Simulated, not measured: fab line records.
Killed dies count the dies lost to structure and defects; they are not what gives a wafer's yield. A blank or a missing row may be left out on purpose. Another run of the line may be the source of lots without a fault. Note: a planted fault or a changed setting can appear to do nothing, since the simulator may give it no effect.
Which of the tools did it? || flow berkeley_cmos170 || Sampling: 14 lots, 42 wafers, 7 of 331 route steps

== WHAT THE GAUGES SHOWED, per wafer ==
UCB170_PLDD_TW_MEAS_11. Usual: PLDD_TW 1002, standard deviation 13.
{"lot": "L832", "measured": "day 7 14:08", "on": "film_metro-03", "PLDD_TW": "991 991 991", "flag": ""}
{"lot": "L833", "measured": "day 7 15:37", "on": "film_metro-03", "PLDD_TW": "991 990 995", "flag": ""}
{"lot": "L834", "measured": "day 8 06:52", "on": "film_metro-01", "PLDD_TW": "1010 1017 1011", "flag": ""}
{"lot": "L835", "measured": "day 8 07:25", "on": "film_metro-02", "PLDD_TW": "1008 1012 1017", "flag": ""}
{"lot": "L839", "measured": "day 8 22:35", "on": "film_metro-03", "PLDD_TW": "982 979 980", "flag": ""}
{"lot": "L840", "measured": "day 9 00:01", "on": "film_metro-01", "PLDD_TW": "1018 1011 1014", "flag": ""}
{"lot": "L842", "measured": "day 9 08:47", "on": "film_metro-01", "PLDD_TW": "1012 1015 1017", "flag": ""}
{"lot": "L844", "measured": "day 9 15:43", "on": "film_metro-02", "PLDD_TW": "1007 1008 1013", "flag": ""}
{"lot": "L846", "measured": "day 10 11:29", "on": "film_metro-02", "PLDD_TW": "1007 1008 1006", "flag": ""}
{"lot": "L848", "measured": "day 10 11:47", "on": "film_metro-02", "PLDD_TW": "1005 1008 1006", "flag": ""}
{"lot": "L850", "measured": "day 10 11:55", "on": "film_metro-03", "PLDD_TW": "983 986 986", "flag": ""}
{"lot": "L852", "measured": "day 11 12:55", "on": "film_metro-03", "PLDD_TW": "983 985 986", "flag": ""}
{"lot": "L854", "measured": "day 11 20:59", "on": "film_metro-03", "PLDD_TW": "986 983 980", "flag": ""}
{"lot": "L855", "measured": "day 11 21:12", "on": "film_metro-01", "PLDD_TW": "1015 1013 1015", "flag": ""}

UCB170_PSD_TW_MEAS_10. Usual: PSD_TW 2321, standard deviation 27.
{"lot": "L832", "measured": "day 7 23:46", "on": "film_metro-03", "PSD_TW": "2291 2280 2287", "flag": ""}
{"lot": "L833", "measured": "day 7 23:22", "on": "film_metro-02", "PSD_TW": "2331 2337 2334", "flag": ""}
{"lot": "L834", "measured": "day 8 17:39", "on": "film_metro-01", "PSD_TW": "2339 2350 2341", "flag": ""}
{"lot": "L835", "measured": "day 8 18:22", "on": "film_metro-01", "PSD_TW": "2345 2327 2335", "flag": ""}
{"lot": "L839", "measured": "day 9 11:23", "on": "film_metro-01", "PSD_TW": "2332 2337 2359", "flag": ""}
{"lot": "L840", "measured": "day 9 11:16", "on": "film_metro-03", "PSD_TW": "2291 2286 2284", "flag": ""}
{"lot": "L842", "measured": "day 9 19:07", "on": "film_metro-02", "PSD_TW": "2328 2325 2317", "flag": ""}
{"lot": "L844", "measured": "day 10 01:43", "on": "film_metro-02", "PSD_TW": "2335 2329 2322", "flag": ""}
{"lot": "L846", "measured": "day 10 22:11", "on": "film_metro-01", "PSD_TW": "2329 2323 2325", "flag": ""}
{"lot": "L848", "measured": "day 10 22:15", "on": "film_metro-03", "PSD_TW": "2267 2277 2264", "flag": ""}
{"lot": "L850", "measured": "day 10 23:01", "on": "film_metro-03", "PSD_TW": "2264 2280 2270", "flag": ""}
{"lot": "L852", "measured": "day 12 01:17", "on": "film_metro-02", "PSD_TW": "2330 2338 2331", "flag": ""}
{"lot": "L854", "measured": "day 12 07:35", "on": "film_metro-01", "PSD_TW": "2339 2347 2342", "flag": ""}
{"lot": "L855", "measured": "day 12 07:40", "on": "film_metro-01", "PSD_TW": "2349 2335 2330", "flag": ""}

UCB170_NSD_TW_MEAS_10. Usual: NSD_TW 4162, standard deviation 56.
{"lot": "L832", "measured": "day 8 05:07", "on": "film_metro-03", "NSD_TW": "4072 4065 4051", "flag": ""}
{"lot": "L833", "measured": "day 8 04:46", "on": "film_metro-01", "NSD_TW": "4202 4207 4204", "flag": ""}
{"lot": "L834", "measured": "day 8 20:18", "on": "film_metro-02", "NSD_TW": "4203 4221 4208", "flag": ""}
{"lot": "L835", "measured": "day 8 21:50", "on": "film_metro-03", "NSD_TW": "4097 4075 4066", "flag": ""}
{"lot": "L839", "measured": "day 9 15:55", "on": "film_metro-01", "NSD_TW": "3173 3169 3151", "flag": "OFF"}
{"lot": "L840", "measured": "day 9 15:41", "on": "film_metro-01", "NSD_TW": "3154 3186 3169", "flag": "OFF"}
{"lot": "L842", "measured": "day 9 20:58", "on": "film_metro-01", "NSD_TW": "4174 4184 4193", "flag": ""}
{"lot": "L844", "measured": "day 10 04:40", "on": "film_metro-01", "NSD_TW": "4187 4208 4211", "flag": ""}
{"lot": "L846", "measured": "day 11 00:56", "on": "film_metro-01", "NSD_TW": "4213 4202 4199", "flag": ""}
{"lot": "L848", "measured": "day 11 01:09", "on": "film_metro-02", "NSD_TW": "4167 4146 4193", "flag": ""}
{"lot": "L850", "measured": "day 11 01:47", "on": "film_metro-03", "NSD_TW": "4060 4089 4090", "flag": ""}
{"lot": "L852", "measured": "day 12 03:18", "on": "film_metro-03", "NSD_TW": "4132 4117 4128", "flag": ""}
{"lot": "L854", "measured": "day 12 11:50", "on": "film_metro-02", "NSD_TW": "4196 4224 4199", "flag": ""}
{"lot": "L855", "measured": "day 12 11:15", "on": "film_metro-01", "NSD_TW": "4249 4192 4220", "flag": ""}

UCB170_SDANNEAL_RS_MEAS_02: the measuring method here is four-point-probe. Usual: PSD_RS 75.5 ohm/sq, standard deviation 0.33.
{"lot": "L832", "measured": "day 8 06:46", "on": "film_metro-03", "PSD_RS (ohm/sq)": "75.3 75.4 75.3", "flag": ""}
{"lot": "L833", "measured": "day 8 06:16", "on": "film_metro-03", "PSD_RS (ohm/sq)": "75.4 75.0 75.3", "flag": ""}
{"lot": "L834", "measured": "day 8 22:23", "on": "film_metro-02", "PSD_RS (ohm/sq)": "75.7 75.2 75.5", "flag": ""}
{"lot": "L835", "measured": "day 8 23:46", "on": "film_metro-02", "PSD_RS (ohm/sq)": "75.2 75.5 75.3", "flag": ""}
{"lot": "L839", "measured": "day 9 18:37", "on": "film_metro-03", "PSD_RS (ohm/sq)": "75.1 75.0 75.3", "flag": ""}
{"lot": "L840", "measured": "day 9 18:38", "on": "film_metro-02", "PSD_RS (ohm/sq)": "75.3 75.6 75.1", "flag": ""}
{"lot": "L842", "measured": "day 9 22:35", "on": "film_metro-03", "PSD_RS (ohm/sq)": "75.6 75.4 75.6", "flag": ""}
{"lot": "L844", "measured": "day 10 06:25", "on": "film_metro-01", "PSD_RS (ohm/sq)": "75.6 75.9 75.7", "flag": ""}
{"lot": "L846", "measured": "day 11 02:30", "on": "film_metro-02", "PSD_RS (ohm/sq)": "76.3 76.1 76.3", "flag": ""}
{"lot": "L848", "measured": "day 11 02:35", "on": "film_metro-03", "PSD_RS (ohm/sq)": "75.5 75.5 75.5", "flag": ""}
{"lot": "L850", "measured": "day 11 03:07", "on": "film_metro-03", "PSD_RS (ohm/sq)": "75.7 76.0 76.1", "flag": ""}
{"lot": "L852", "measured": "day 12 04:41", "on": "film_metro-02", "PSD_RS (ohm/sq)": "75.2 75.4 75.3", "flag": ""}
{"lot": "L854", "measured": "day 12 13:16", "on": "film_metro-01", "PSD_RS (ohm/sq)": "75.4 75.7 75.4", "flag": ""}
{"lot": "L855", "measured": "day 12 12:31", "on": "film_metro-02", "PSD_RS (ohm/sq)": "75.6 75.9 75.8", "flag": ""}

UCB170_SDANNEAL_RS_MEAS_03: the measuring method here is four-point-probe. Usual: NSD_RS 37.24 ohm/sq, standard deviation 0.1.
{"lot": "L832", "measured": "day 8 06:53", "on": "film_metro-03", "NSD_RS (ohm/sq)": "37.20 37.09 37.04", "flag": ""}
{"lot": "L833", "measured": "day 8 06:23", "on": "film_metro-03", "NSD_RS (ohm/sq)": "37.29 37.20 37.40", "flag": ""}
{"lot": "L834", "measured": "day 8 22:30", "on": "film_metro-02", "NSD_RS (ohm/sq)": "37.26 37.24 37.12", "flag": ""}
{"lot": "L835", "measured": "day 8 23:53", "on": "film_metro-02", "NSD_RS (ohm/sq)": "37.16 37.22 37.06", "flag": ""}
{"lot": "L839", "measured": "day 9 18:44", "on": "film_metro-03", "NSD_RS (ohm/sq)": "118.85 120.50 120.67", "flag": "OFF"}
{"lot": "L840", "measured": "day 9 18:45", "on": "film_metro-02", "NSD_RS (ohm/sq)": "120.53 118.16 120.90", "flag": "OFF"}
{"lot": "L842", "measured": "day 9 22:43", "on": "film_metro-03", "NSD_RS (ohm/sq)": "37.16 37.19 37.19", "flag": ""}
{"lot": "L844", "measured": "day 10 06:32", "on": "film_metro-01", "NSD_RS (ohm/sq)": "37.33 37.42 37.35", "flag": ""}
{"lot": "L846", "measured": "day 11 02:37", "on": "film_metro-02", "NSD_RS (ohm/sq)": "37.11 37.16 37.23", "flag": ""}
{"lot": "L848", "measured": "day 11 02:43", "on": "film_metro-03", "NSD_RS (ohm/sq)": "37.15 37.37 37.15", "flag": ""}
{"lot": "L850", "measured": "day 11 03:14", "on": "film_metro-03", "NSD_RS (ohm/sq)": "37.27 37.23 37.35", "flag": ""}
{"lot": "L852", "measured": "day 12 04:49", "on": "film_metro-02", "NSD_RS (ohm/sq)": "37.13 37.11 37.11", "flag": ""}
{"lot": "L854", "measured": "day 12 13:23", "on": "film_metro-01", "NSD_RS (ohm/sq)": "37.19 37.37 37.31", "flag": ""}
{"lot": "L855", "measured": "day 12 12:38", "on": "film_metro-02", "NSD_RS (ohm/sq)": "37.17 37.23 37.14", "flag": ""}

== WHICH TOOL RAN EACH LOT (tool, then ch and the chambers of the sampled wafers, then the start) ==
{"lot": "L832", "UCB170_NSD_IMPLANT_08": "implanter-02 ch 0, day 8 04:52", "UCB170_NSD_STRIP_09": "plasma_asher-03 ch 0,1, day 8 05:00"}
{"lot": "L833", "UCB170_NSD_IMPLANT_08": "implanter-01 ch 0, day 8 04:34", "UCB170_NSD_STRIP_09": "plasma_asher-03 ch 0,1, day 8 04:40"}
{"lot": "L834", "UCB170_NSD_IMPLANT_08": "implanter-02 ch 0, day 8 20:03", "UCB170_NSD_STRIP_09": "plasma_asher-01 ch 0,1, day 8 20:12"}
{"lot": "L835", "UCB170_NSD_IMPLANT_08": "implanter-04 ch 0, day 8 21:35", "UCB170_NSD_STRIP_09": "plasma_asher-02 ch 0,1, day 8 21:44"}
{"lot": "L839", "UCB170_NSD_IMPLANT_08": "implanter-02 ch 0, day 9 15:40", "UCB170_NSD_STRIP_09": "plasma_asher-03 ch 1, day 9 15:49"}
{"lot": "L840", "UCB170_NSD_IMPLANT_08": "implanter-02 ch 0, day 9 15:26", "UCB170_NSD_STRIP_09": "plasma_asher-02 ch 0, day 9 15:34"}
{"lot": "L842", "UCB170_NSD_IMPLANT_08": "implanter-01 ch 0, day 9 20:45", "UCB170_NSD_STRIP_09": "plasma_asher-01 ch 0,1, day 9 20:53"}
{"lot": "L844", "UCB170_NSD_IMPLANT_08": "implanter-01 ch 0, day 10 04:25", "UCB170_NSD_STRIP_09": "plasma_asher-01 ch 0,1, day 10 04:34"}
{"lot": "L846", "UCB170_NSD_IMPLANT_08": "implanter-04 ch 0, day 11 00:43", "UCB170_NSD_STRIP_09": "plasma_asher-03 ch 0,1, day 11 00:50"}
{"lot": "L848", "UCB170_NSD_IMPLANT_08": "implanter-01 ch 0, day 11 00:54", "UCB170_NSD_STRIP_09": "plasma_asher-02 ch 0,1, day 11 01:03"}
{"lot": "L850", "UCB170_NSD_IMPLANT_08": "implanter-04 ch 0, day 11 01:34", "UCB170_NSD_STRIP_09": "plasma_asher-02 ch 0,1, day 11 01:41"}
{"lot": "L852", "UCB170_NSD_IMPLANT_08": "implanter-01 ch 0, day 12 03:03", "UCB170_NSD_STRIP_09": "plasma_asher-03 ch 0,1, day 12 03:12"}
{"lot": "L854", "UCB170_NSD_IMPLANT_08": "implanter-04 ch 0, day 12 11:37", "UCB170_NSD_STRIP_09": "plasma_asher-03 ch 0,1, day 12 11:44"}
{"lot": "L855", "UCB170_NSD_IMPLANT_08": "implanter-02 ch 0, day 12 11:00", "UCB170_NSD_STRIP_09": "plasma_asher-02 ch 0,1, day 12 11:09"}
- UCB170_NSD_IMPLANT_08
- UCB170_NSD_STRIP_09: strips in O2.

== AS READ BY THE TOOLS THEMSELVES (means over the sampled wafers that have a number; for cases with no such wafer, the mark the record gives instead) ==
UCB170_NSD_IMPLANT_08. Usual: dose_ions_cm2 3e+15, standard deviation 3.4e+12; end_station_pressure_torr 1.26e-05 Torr, standard deviation 6.2e-07; faraday_current_uA 9266, standard deviation 190.
{"lot": "L832", "tool": "implanter-02", "dose_ions_cm2": 3e+15, "end_station_pressure_torr (Torr)": 1.27e-05, "faraday_current_uA": 9283, "flag": ""}
{"lot": "L833", "tool": "implanter-01", "dose_ions_cm2": 3e+15, "end_station_pressure_torr (Torr)": 1.22e-05, "faraday_current_uA": 9227, "flag": ""}
{"lot": "L834", "tool": "implanter-02", "dose_ions_cm2": 3e+15, "end_station_pressure_torr (Torr)": 1.25e-05, "faraday_current_uA": 9387, "flag": ""}
{"lot": "L835", "tool": "implanter-04", "dose_ions_cm2": 3e+15, "end_station_pressure_torr (Torr)": 1.30e-05, "faraday_current_uA": 9059, "flag": ""}
{"lot": "L839", "tool": "implanter-02", "dose_ions_cm2": 6e+14, "end_station_pressure_torr (Torr)": 6.83e-06, "faraday_current_uA": 1901, "flag": "OFF"}
{"lot": "L840", "tool": "implanter-02", "dose_ions_cm2": 6e+14, "end_station_pressure_torr (Torr)": 6.43e-06, "faraday_current_uA": 1878, "flag": "OFF"}
{"lot": "L842", "tool": "implanter-01", "dose_ions_cm2": 3e+15, "end_station_pressure_torr (Torr)": 1.26e-05, "faraday_current_uA": 9481, "flag": ""}
{"lot": "L844", "tool": "implanter-01", "dose_ions_cm2": 3e+15, "end_station_pressure_torr (Torr)": 1.25e-05, "faraday_current_uA": 9213, "flag": ""}
{"lot": "L846", "tool": "implanter-04", "dose_ions_cm2": 3e+15, "end_station_pressure_torr (Torr)": 1.30e-05, "faraday_current_uA": 9247, "flag": ""}
{"lot": "L848", "tool": "implanter-01", "dose_ions_cm2": 3e+15, "end_station_pressure_torr (Torr)": 1.30e-05, "faraday_current_uA": 9190, "flag": ""}
{"lot": "L850", "tool": "implanter-04", "dose_ions_cm2": 3e+15, "end_station_pressure_torr (Torr)": 1.24e-05, "faraday_current_uA": 9341, "flag": ""}
{"lot": "L852", "tool": "implanter-01", "dose_ions_cm2": 3e+15, "end_station_pressure_torr (Torr)": 1.26e-05, "faraday_current_uA": 9176, "flag": ""}
{"lot": "L854", "tool": "implanter-04", "dose_ions_cm2": 3e+15, "end_station_pressure_torr (Torr)": 1.23e-05, "faraday_current_uA": 9394, "flag": ""}
{"lot": "L855", "tool": "implanter-02", "dose_ions_cm2": 3e+15, "end_station_pressure_torr (Torr)": 1.25e-05, "faraday_current_uA": 9246, "flag": ""}

UCB170_NSD_STRIP_09. Usual: drypump_motor_current_A 5.91 A, standard deviation 0.3; oes_product_au 0.534 a.u., standard deviation 0.0046; strip_time_to_endpoint_s 35.83 s, standard deviation 0.087.
{"lot": "L832", "tool": "plasma_asher-03", "drypump_motor_current_A (A)": 5.70, "oes_product_au (a.u.)": 0.531, "strip_time_to_endpoint_s (s)": 35.95, "flag": ""}
{"lot": "L833", "tool": "plasma_asher-03", "drypump_motor_current_A (A)": 5.92, "oes_product_au (a.u.)": 0.532, "strip_time_to_endpoint_s (s)": 35.85, "flag": ""}
{"lot": "L834", "tool": "plasma_asher-01", "drypump_motor_current_A (A)": 6.13, "oes_product_au (a.u.)": 0.537, "strip_time_to_endpoint_s (s)": 35.76, "flag": ""}
{"lot": "L835", "tool": "plasma_asher-02", "drypump_motor_current_A (A)": 6.01, "oes_product_au (a.u.)": 0.536, "strip_time_to_endpoint_s (s)": 35.86, "flag": ""}
{"lot": "L839", "tool": "plasma_asher-03", "drypump_motor_current_A (A)": 5.45, "oes_product_au (a.u.)": 0.700, "strip_time_to_endpoint_s (s)": 23.08, "flag": "OFF"}
{"lot": "L840", "tool": "plasma_asher-02", "drypump_motor_current_A (A)": 5.65, "oes_product_au (a.u.)": 0.702, "strip_time_to_endpoint_s (s)": 23.02, "flag": "OFF"}
{"lot": "L842", "tool": "plasma_asher-01", "drypump_motor_current_A (A)": 6.12, "oes_product_au (a.u.)": 0.533, "strip_time_to_endpoint_s (s)": 35.87, "flag": ""}
{"lot": "L844", "tool": "plasma_asher-01", "drypump_motor_current_A (A)": 6.08, "oes_product_au (a.u.)": 0.536, "strip_time_to_endpoint_s (s)": 35.87, "flag": ""}
{"lot": "L846", "tool": "plasma_asher-03", "drypump_motor_current_A (A)": 5.92, "oes_product_au (a.u.)": 0.534, "strip_time_to_endpoint_s (s)": 35.88, "flag": ""}
{"lot": "L848", "tool": "plasma_asher-02", "drypump_motor_current_A (A)": 5.83, "oes_product_au (a.u.)": 0.534, "strip_time_to_endpoint_s (s)": 35.86, "flag": ""}
{"lot": "L850", "tool": "plasma_asher-02", "drypump_motor_current_A (A)": 5.99, "oes_product_au (a.u.)": 0.536, "strip_time_to_endpoint_s (s)": 36.00, "flag": ""}
{"lot": "L852", "tool": "plasma_asher-03", "drypump_motor_current_A (A)": 5.92, "oes_product_au (a.u.)": 0.536, "strip_time_to_endpoint_s (s)": 35.89, "flag": ""}
{"lot": "L854", "tool": "plasma_asher-03", "drypump_motor_current_A (A)": 5.69, "oes_product_au (a.u.)": 0.533, "strip_time_to_endpoint_s (s)": 35.79, "flag": ""}
{"lot": "L855", "tool": "plasma_asher-02", "drypump_motor_current_A (A)": 5.99, "oes_product_au (a.u.)": 0.526, "strip_time_to_endpoint_s (s)": 35.83, "flag": ""}

== THE ANSWER, worked out from the rows above alone ==
Rule: lot off if the mean of its wafers having a number is beyond 3 standard deviations from the usual mean. Also off: a lot with no number at a reading for which 4 or more lots have one. The other lots that the step has rows for count as sound. Order of review: gauges by route order, followed by the tools' own readings, for which a lot's mean as printed above is used. The first step at which some lot is off is used, and at that step the reading that is off furthest; a lot without a number counts as furthest.
Off: L839, L840, at UCB170_NSD_TW_MEAS_10 (NSD_TW).
If a tool, at a process step before that reading, ran all the lots that are off and no sound lot after the first of them, it fits. Not tried: the gauges at UCB170_NSD_TW_MEAS_10; whatever is off there is also off at UCB170_SDANNEAL_RS_MEAS_03, on other tools, and gauge error can't account for it. Not one of the candidates tried fits.

== WHAT THE SIMULATOR HAD INSERTED ==
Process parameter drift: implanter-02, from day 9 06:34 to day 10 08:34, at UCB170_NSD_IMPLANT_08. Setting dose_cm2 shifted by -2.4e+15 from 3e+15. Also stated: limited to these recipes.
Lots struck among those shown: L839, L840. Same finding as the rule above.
